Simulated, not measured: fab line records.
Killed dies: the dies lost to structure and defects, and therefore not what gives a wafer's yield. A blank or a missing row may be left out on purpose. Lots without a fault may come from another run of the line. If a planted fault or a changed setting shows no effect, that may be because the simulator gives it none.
A lot that was struck, set against a sound lot || flow berkeley-cmos170 || 17 steps out of a route of 331
Sound: the wafers L581.1, L581.4, L581.5. The struck wafers were L582.3, L582.4, L582.6. At the end, the cause is stated.
At each step with rows: each side's tool, then ch and its chambers, then its first start. Under that, the readings that differ: sound wafers || struck wafers || difference of the means || sigmas: that difference in standard deviations of wafers without a fault.
alike: same words and numbers on both sides, and readings whose means sit less than 2 such deviations apart. not compared: any withheld reading, any reading some wafer has no value for, any bound like >300 that may hide the same value, and any number with overlapping values for which the record gives no deviation.
A row with sigmas, a row that says differs or no value, or rows on one side alone: a step with any of these is where the two part. Numbers that don't overlap but have no deviation are shown without sigmas and don't part them. A reading missing from all wafers of one side parts the sides only when that side holds two or more wafers.

first, 3 steps without rows for these wafers: UCB170_BACKSIDE_HMDS_00 (prime time 60 s); UCB170_BACKSIDE_COAT_01 (resist thk 900 nm); UCB170_BACKSIDE_SOFTBAKE_02 (time 60 s).
UCB170_BACKSIDE_STRIP_03: strips in O2.
  sound on plasma-asher-02 ch 0,1, day 10 10:35; struck on plasma-asher-04 ch 0,1, day 9 23:46
{"reading": "strip-time-to-endpoint-s (s)", "sound": "21.91 21.92 21.84", "struck": "22.08 22.12 22.16", "difference": "+0.23", "sigmas": "+3"}
  alike: drypump-motor-current-A, oes-product-au
  not compared: rf-hours-counter-h
then, 1 step without rows for these wafers: UCB170_BACKSIDE_CLEAN_04 (cleans in SPM, time 600 s).
UCB170_SDANNEAL_RTA_00: time 10 s.
  sound on rtp-anneal-01 ch 0, day 10 10:52; struck on rtp-anneal-01 ch 0, day 10 00:02
  alike: chamber-o2-ppm, lamp-power-pct, wafer_temp_C_max
UCB170_SDANNEAL_RTA_01: time 5 s.
  sound on rtp-anneal-01 ch 0, day 10 10:56; struck on rtp-anneal-01 ch 0, day 10 00:06
  alike: chamber-o2-ppm, lamp-power-pct, wafer_temp_C_max
UCB170_SDANNEAL_RS_MEAS_02: the measuring method here is four-point-probe.
  sound: film-metro-04 at day 10 10:59; struck: film-metro-02 at day 10 00:11
  alike: PSD_RS
UCB170_SDANNEAL_RS_MEAS_03: the measuring method here is four-point-probe.
  sound: film-metro-04 at day 10 11:07; struck: film-metro-02 at day 10 00:18
  alike: NSD_RS
UCB170_SDANNEAL_RS_MEAS_04: the measuring method here is four-point-probe.
  sound: film-metro-04 at day 10 11:14; struck: film-metro-02 at day 10 00:25
  alike: PLDD_RS
UCB170_SDANNEAL_RS_MEAS_05: the measuring method here is four-point-probe.
  sound: film-metro-04 at day 10 11:21; struck: film-metro-02 at day 10 00:32
  alike: NLDD_RS
then, 1 step without rows for these wafers: UCB170_SILICIDE_PRE_CLEAN_00 (preclean etch time 60 s).
UCB170_SILICIDE_SPUTTER_01: material Ti, target thk 30 nm, time 25 s.
  sound: pvd-sputter-03 at day 10 11:32; struck: pvd-sputter-04 at day 10 00:53
  alike: chamber-pressure-pa, throttle-valve-pct
UCB170_SILICIDE_RS_MEAS_02: the measuring method here is four-point-probe.
  sound: film-metro-02 at day 10 11:34; struck: film-metro-02 at day 10 00:57
{"reading": "SILICIDE_TI_RS (ohm/sq)", "sound": "26.1 26.8 26.1", "struck": "11.7 11.8 11.9", "difference": -14.5, "sigmas": -37}
UCB170_SILICIDE_THK_MEAS_03: measures by xrf.
  sound: film-metro-02 at day 10 11:41; struck: film-metro-02 at day 10 01:03
{"reading": "SILICIDE_TI_THK (nm)", "sound": "29.7 28.9 29.7", "struck": "59.4 59.3 58.7", "difference": "+29.7", "sigmas": "+72"}
UCB170_SILICIDE_RTA_04: time 15 s.
  sound on rtp-anneal-02 ch 0, day 10 11:45; struck on rtp-anneal-02 ch 0, day 10 01:07
  alike: chamber-o2-ppm, lamp-power-pct, wafer_temp_C_max
UCB170_M3_PROBE_99:
  record: rows for the struck wafers here (prober-02, day 11 00:23), none for the sound ones

== WHERE THEY PART ==
Earliest at UCB170_BACKSIDE_STRIP_03; latest, in this record, at UCB170_M3_PROBE_99.

WHY: the cause the simulator had injected
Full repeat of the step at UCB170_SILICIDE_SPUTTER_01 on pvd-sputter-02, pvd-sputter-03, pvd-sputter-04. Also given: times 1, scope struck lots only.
